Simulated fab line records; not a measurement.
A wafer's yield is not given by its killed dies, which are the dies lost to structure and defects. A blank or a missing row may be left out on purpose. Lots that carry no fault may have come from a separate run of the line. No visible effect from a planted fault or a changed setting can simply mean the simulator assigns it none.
fab line records	flow rit_cmos
record lots=6	wafers=18	last_day=7
route steps=202 shown NRETRO@53 PRETRO@64 M1@202
lots that met no fault: from a run of the same line without faults
start_h: the number of hours between the record's first day and the start of the first shown wafer of the lot	wait_h: hours since the lot's step before	" the same as in the row above	L1.1+2: a single row standing in for several wafers	- value missing, or start not given	* or withheld: withheld	< > ~ a bound
route shown NAME@n: names a module that has steps shown in the file, with the first one's number in the route	usual: mean and standard deviation over wafers with no fault	same: alike in all rows	chamber/n: place in a boat	sites: readings site by site	_std_site: how widely they spread, as a standard deviation	_edge_site: the outer-site mean with the inner-site mean subtracted	radius_mm: how far each site lies from the wafer's centre	mask NAME#n: copy n	behind: the last tool/chamber to shape the wafer	hold: what put the lot on hold/how long, in hours/how the hold closed	device: which transistor (n, p or np) failed to switch	end of line: tests of these same wafers at the route's end	for a step that has no rows: nothing shown but its recipe	killed: dies that structure and defects cost at the first sort, which is not the same as the wafer's yield	map: the dies of a wafer, with x for killed, . for not killed, _ for no die there
set.NAME: the run value of the setting; set.NAME@STEP: its run value at that earlier step	model.NAME: the simulator's own value behind a step, which no gauge read
lots at some steps of the route; a table a step, a row a wafer
services: from which hour (start_h, from the record's first day; less than 0 if before it) a tool's chamber was out of use, for how many hours, and why
## steps
# step RIT_NRETRO_HMDS_00
# recipe prime_time_s=60	prime_temp_c=140
# step RIT_NRETRO_COAT_01
# recipe resist=NOVOLAK	spin_rpm=2000	resist_thk_nm=1300
# step RIT_NRETRO_SOFTBAKE_02
# recipe resist=NOVOLAK	temp_c=90.92	time_s=60
# step RIT_NRETRO_EXPOSE_03
# recipe mask_id=M4	na=0.57	target_cd_nm=43900	dose_mj=250
# step RIT_NRETRO_PEB_04
# recipe resist=NOVOLAK	temp_c=withheld	time_s=withheld
# step RIT_NRETRO_DEVELOP_05
# recipe resist=NOVOLAK	develop_time_s=68	dev_temp_c=23
# step RIT_NRETRO_OVL_MEAS_06
# usual NRETRO_OVL=-0.1/2
lot.wafer	tool	chamber	start_h	wait_h	NRETRO_OVL[nm]
L739.1	overlay-01	-	34.61	-	2.3
L739.2	"	-	"	"	1.2
L739.5	"	-	"	"	0.5
L742.1	overlay-02	-	49.72	-	-4.1
L742.2	"	-	"	"	-1.8
L742.6	"	-	"	"	-1.0
L747.1	overlay-02	-	75.79	-	1.8
L747.3	"	-	"	"	1.8
L747.4	"	-	"	"	0.7
L748.1	overlay-01	-	78.85	-	0.0
L748.2	"	-	"	"	-0.3
L748.5	"	-	"	"	2.0
L751.3	overlay-01	-	95.37	-	0.6
L751.4	"	-	"	"	0.6
L751.6	"	-	"	"	1.2
L760.1	overlay-01	-	140.79	-	-2.1
L760.3	"	-	"	"	-1.6
L760.6	"	-	"	"	1.0
# step RIT_NRETRO_HARDBAKE_07
# recipe resist=NOVOLAK	temp_c=140	time_s=120
# step RIT_NRETRO_IMPLANT_08
# recipe species=P	energy_kev=70	dose_cm2=1e+13	tilt_deg=7
# step RIT_NRETRO_STRIP_09
# recipe chemistry=O2	time_s=180	resist=NOVOLAK	platen_temp_c=withheld	power_w=500	pressure_mtorr=4000	o2_flow_sccm=4000
# usual chamber_pressure_mTorr=4000/3.6	drypump_motor_current_A=5.7/0.39	rf_refl_power_W=7.2/1.2
lot.wafer	tool	chamber	start_h	wait_h	chamber_pressure_mTorr	drypump_motor_current_A	rf_hours_counter_h	rf_refl_power_W
L739.1	plasma_asher-01	0	35.04	0.1	3998	5.3	39	5.6
L739.2	"	1	"	"	3995	6.2	39	7.2
L739.5	"	1	"	"	3996	6.2	-	7.1
L742.1	plasma_asher-02	1	50.16	0.1	4001	5.8	40	6.7
L742.2	"	0	"	"	4001	6.0	40	9.5
L742.6	"	0	"	"	4002	5.9	-	9.6
L747.1	plasma_asher-02	1	76.23	0.1	4002	5.8	43	6.6
L747.3	"	1	"	"	4006	5.7	-	6.4
L747.4	"	0	"	"	4005	6.0	-	9.3
L748.1	plasma_asher-02	1	79.29	0.1	4006	5.7	43	6.8
L748.2	"	0	"	"	4001	6.0	43	9.5
L748.5	"	1	"	"	3995	5.7	-	6.9
L751.3	plasma_asher-01	1	95.85	0.1	4003	6.2	-	7.2
L751.4	"	0	"	"	4003	5.3	-	5.4
L751.6	"	1	"	"	3996	6.2	-	7.1
L760.1	plasma_asher-02	0	141.23	0.1	4005	6.0	50	9.6
L760.3	"	1	"	"	4002	5.8	-	6.9
L760.6	"	1	"	"	4012	5.8	-	6.6
# step RIT_NRETRO_TW_MEAS_10
# usual NRETRO_TW=1049/8.5
lot.wafer	tool	chamber	start_h	wait_h	NRETRO_TW
L739.1	film_metro-02	-	35.22	0.1	1040
L739.2	"	-	"	"	1043
L739.5	"	-	"	"	1046
L742.1	film_metro-04	-	50.33	0.1	1046
L742.2	"	-	"	"	1041
L742.6	"	-	"	"	1041
L747.1	film_metro-02	-	76.40	0.1	1039
L747.3	"	-	"	"	1037
L747.4	"	-	"	"	1042
L748.1	film_metro-04	-	79.46	0.1	1038
L748.2	"	-	"	"	1046
L748.5	"	-	"	"	1046
L751.3	film_metro-04	-	95.99	0.1	1040
L751.4	"	-	"	"	1040
L751.6	"	-	"	"	1041
L760.1	film_metro-04	-	141.40	0.1	1049
L760.3	"	-	"	"	1055
L760.6	"	-	"	"	1058
# step RIT_PRETRO_HMDS_00
# recipe prime_time_s=60	prime_temp_c=140
# step RIT_PRETRO_COAT_01
# recipe resist=NOVOLAK	spin_rpm=2000	resist_thk_nm=1300
# usual dispense_pressure_kPa=54.9/1.4
lot.wafer	tool	chamber	start_h	wait_h	dispense_pressure_kPa	model.NOVOLAK_of_PRETRO_COAT_01.thk_nm
L739.1	litho_track-03	0	35.43	0.1	56.0	1303
L739.2	"	0	"	"	56.0	1311
L739.5	"	0	"	"	56.0	1306
L742.1	litho_track-01	0	50.54	0.1	55.8	1301
L742.2	"	0	"	"	55.8	1300
L742.6	"	0	"	"	55.8	1298
L747.1	litho_track-03	0	76.61	0.1	56.0	1328
L747.3	"	0	"	"	56.0	1327
L747.4	"	0	"	"	56.0	1325
L748.1	litho_track-02	0	79.67	0.1	53.1	1300
L748.2	"	0	"	"	53.1	1303
L748.5	"	0	"	"	53.2	1303
L751.3	litho_track-03	0	96.23	0.1	56.0	1336
L751.4	"	0	"	"	56.0	1331
L751.6	"	0	"	"	56.0	1329
L760.1	litho_track-02	0	141.61	0.1	53.1	1305
L760.3	"	0	"	"	53.1	1304
L760.6	"	0	"	"	53.1	1298
# step RIT_PRETRO_SOFTBAKE_02
# recipe resist=NOVOLAK	temp_c=90	time_s=61.53
# usual plate_sensor_t_centre_C=90.969/0.01	plate_sensor_t_edge_C=91.020/0.0097	softbake_temp_c=89.99/0.16
lot.wafer	tool	chamber	start_h	wait_h	plate_sensor_t_centre_C	plate_sensor_t_edge_C	softbake_temp_c
L739.1	litho_track-03	0	35.58	0.1	90.944	91.022	89.72
L739.2	"	0	"	"	90.955	91.042	89.88
L739.5	"	0	"	"	90.964	91.034	89.69
L742.1	litho_track-01	0	50.69	0.1	90.954	91.032	90.21
L742.2	"	0	"	"	90.966	91.019	90.18
L742.6	"	0	"	"	90.972	91.022	89.96
L747.1	litho_track-03	0	76.76	0.1	90.966	91.026	90.36
L747.3	"	0	"	"	90.970	91.024	90.30
L747.4	"	0	"	"	90.974	91.031	89.93
L748.1	litho_track-02	0	79.82	0.1	90.973	91.000	90.01
L748.2	"	0	"	"	90.979	91.002	90.10
L748.5	"	0	"	"	90.965	91.020	90.18
L751.3	litho_track-03	0	96.38	0.1	90.974	91.013	90.04
L751.4	"	0	"	"	90.965	91.042	90.13
L751.6	"	0	"	"	90.959	91.007	90.09
L760.1	litho_track-02	0	141.76	0.1	90.984	91.015	90.11
L760.3	"	0	"	"	90.971	91.003	90.08
L760.6	"	0	"	"	90.976	91.017	90.11
# step RIT_PRETRO_EXPOSE_03
# recipe mask_id=M5	na=0.57	target_cd_nm=43700	dose_mj=250
# step RIT_PRETRO_PEB_04
# recipe resist=NOVOLAK	temp_c=withheld	time_s=withheld
# step RIT_PRETRO_DEVELOP_05
# recipe resist=NOVOLAK	develop_time_s=68	dev_temp_c=23
# step RIT_PRETRO_OVL_MEAS_06
# usual PRETRO_OVL=-1.7/1.3
lot.wafer	tool	chamber	start_h	wait_h	PRETRO_OVL[nm]
L739.1	overlay-02	-	36.28	-	-2.3
L739.2	"	-	"	"	-1.4
L739.5	"	-	"	"	-2.7
L742.1	overlay-01	-	51.40	-	-2.3
L742.2	"	-	"	"	-2.5
L742.6	"	-	"	"	-2.1
L747.1	overlay-01	-	77.34	-	-1.7
L747.3	"	-	"	"	-2.9
L747.4	"	-	"	"	0.0
L748.1	overlay-02	-	80.40	-	-1.7
L748.2	"	-	"	"	-1.1
L748.5	"	-	"	"	-2.2
L751.3	overlay-02	-	96.92	-	0.5
L751.4	"	-	"	"	1.1
L751.6	"	-	"	"	-0.8
L760.1	overlay-02	-	142.47	-	-0.9
L760.3	"	-	"	"	0.4
L760.6	"	-	"	"	-1.6
# step RIT_PRETRO_HARDBAKE_07
# recipe resist=NOVOLAK	temp_c=140	time_s=120
lot.wafer	tool	chamber	start_h	wait_h	model.NOVOLAK_of_PRETRO_COAT_01.thk_nm
L739.1	litho_track-03	0	36.32	0.0	1140
L739.2	"	0	"	"	1146
L739.5	"	0	"	"	1142
L742.1	litho_track-01	0	51.49	0.1	1138
L742.2	"	0	"	"	1137
L742.6	"	0	"	"	1135
L747.1	litho_track-03	0	77.38	0.0	1161
L747.3	"	0	"	"	1160
L747.4	"	0	"	"	1158
L748.1	litho_track-03	0	80.44	0.0	1137
L748.2+5	"	0	"	"	1140
L751.3	litho_track-03	0	97.03	0.1	1168
L751.4	"	0	"	"	1163
L751.6	"	0	"	"	1162
L760.1	litho_track-03	0	142.50	0.0	1141
L760.3	"	0	"	"	1140
L760.6	"	0	"	"	1135
# step RIT_PRETRO_IMPLANT_08
# recipe species=B	energy_kev=45	dose_cm2=1.2e+13	tilt_deg=7
# step RIT_M1_PROBE_99
# usual killed_at_M0_to_M3=0.0/0.17	killed_at_front_end=7/3	killed_dies=7/3.1	killed_open=3.4/1.9	killed_short=3.4/2.1
# same gross_dies=264	killed_at_M4_up=0	killed_at_back_side=0	killed_at_contacts=0	killed_at_other=0
lot.wafer	tool	chamber	start_h	wait_h	killed_at_M0_to_M3	killed_at_front_end	killed_dies	killed_open	killed_short
L742.1	prober-02	-	81.38	0.1	0	4	4	3	1
L742.2	prober-02	-	81.43	0.1	0	5	5	2	3
L742.6	prober-02	-	81.63	0.2	0	6	6	3	3
L747.1	prober-01	-	102.89	0.1	0	5	5	4	1
L747.3	prober-01	-	102.99	0.2	2	14	16	5	11
L747.4	prober-01	-	103.04	0.2	0	10	10	6	4
L748.1	prober-02	-	106.32	0.1	0	4	4	4	0
L748.2	prober-02	-	106.37	0.1	0	3	3	1	2
L748.5	prober-02	-	106.52	0.2	0	2	2	0	2
L751.3	prober-01	-	126.21	0.2	0	5	5	2	3
L751.4	prober-01	-	126.26	0.2	0	6	6	2	4
L751.6	prober-01	-	126.36	0.2	0	3	3	0	3
L760.1	prober-01	-	170.98	0.1	0	3	3	0	3
L760.3	prober-01	-	171.08	0.2	0	10	10	6	4
L760.6	prober-01	-	171.23	0.2	0	7	7	1	4
# killed by level:class
L742.1 FOX1:geometric_particle:short=1 FOX1:geometric_particle:open=1 REOX:geometric_particle:open=1 SILICIDE:geometric_particle:open=1
L742.2 GATE:geometric_particle:short=2 FOX2:geometric_particle:open=1 SPACER:geometric_particle:short=1 SPACER:geometric_particle:open=1
L742.6 FOX2:geometric_particle:open=1 FOX2:geometric_particle:short=1 REOX:geometric_particle:open=1 REOX:geometric_particle:short=1 SPACER:geometric_particle:short=1 SPACER:geometric_particle:open=1
L747.1 GATE:geometric_particle:open=3 GATE:geometric_particle:short=1 REOX:geometric_particle:open=1
L747.3 GATE:geometric_particle:short=4 SPACER:geometric_particle:short=4 GATE:geometric_particle:open=2 M1:geometric_particle:short=2 FOX1:geometric_particle:open=1 REOX:geometric_particle:short=1 SPACER:geometric_particle:open=1 SILICIDE:geometric_particle:open=1
L747.4 SPACER:geometric_particle:open=4 SILICIDE:geometric_particle:short=2 FOX1:geometric_particle:short=1 FOX1:geometric_particle:open=1 GATE:geometric_particle:open=1 REOX:geometric_particle:short=1
L748.1 SPACER:geometric_particle:open=2 FOX1:geometric_particle:open=1 GATE:geometric_particle:open=1
L748.2 FOX1:geometric_particle:open=1 FOX1:geometric_particle:short=1 GATE:geometric_particle:short=1
L748.5 FOX1:geometric_particle:short=1 SPACER:geometric_particle:short=1
L751.3 GATE:geometric_particle:short=2 SILICIDE:geometric_particle:open=2 REOX:geometric_particle:short=1
L751.4 GATE:geometric_particle:short=3 FOX1:geometric_particle:short=1 FOX1:geometric_particle:open=1 GATE:geometric_particle:open=1
L751.6 GATE:geometric_particle:short=2 FOX1:geometric_particle:short=1
L760.1 SPACER:geometric_particle:short=2 SILICIDE:geometric_particle:short=1
L760.3 SILICIDE:geometric_particle:open=4 SILICIDE:geometric_particle:short=3 GATE:geometric_particle:open=1 SPACER:geometric_particle:open=1 SPACER:geometric_particle:short=1
L760.6 SPACER:geometric_particle:short=2 PWELL:coat_microbubble_printed=2 GATE:geometric_particle:open=1 GATE:geometric_particle:short=1 REOX:geometric_particle:short=1
## services
tool	chamber	start_h	hours	kind
plasma_asher-02	-	30.99	2.8	pm
litho_track-01	-	103.88	-	consumable_replace:filter
plasma_asher-01	-	108.75	9.0	pm
plasma_asher-01	0	108.75	9.0	vent_cycle
plasma_asher-01	1	108.75	9.0	vent_cycle
plasma_asher-01	0	117.75	-	clean
plasma_asher-01	1	117.75	-	clean
## key
first_sign none at tools or gauges
model_effect step=RIT_PRETRO_COAT_01	value=NOVOLAK_of_PRETRO_COAT_01.thk_nm	without=1301	struck=1329
model_effect step=RIT_PRETRO_HARDBAKE_07	value=NOVOLAK_of_PRETRO_COAT_01.thk_nm	without=1138	struck=1162
met_at RIT_PRETRO_COAT_01
struck_wafers L747.1,L747.3,L747.4,L751.3,L751.4,L751.6
tester_left_out L747,L751
onset_between 35.43 76.61
fault kind=process_parameter_drift	tool=litho_track-03	chamber=-	onset_h=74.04	steps=RIT_PRETRO_COAT_01	channel=resist_thk_nm	offset=28.279	shape=step	end_h=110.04	acts_in=these_recipes_only	stated=1300
# tester_left_out: of these lots the tester's yield and bins aren't shown, on N5 and GAA mostly nor the transistor test; their killed dies are dies lost to structure and defects alone, not to doping, threshold or leakage, so they don't give the yield
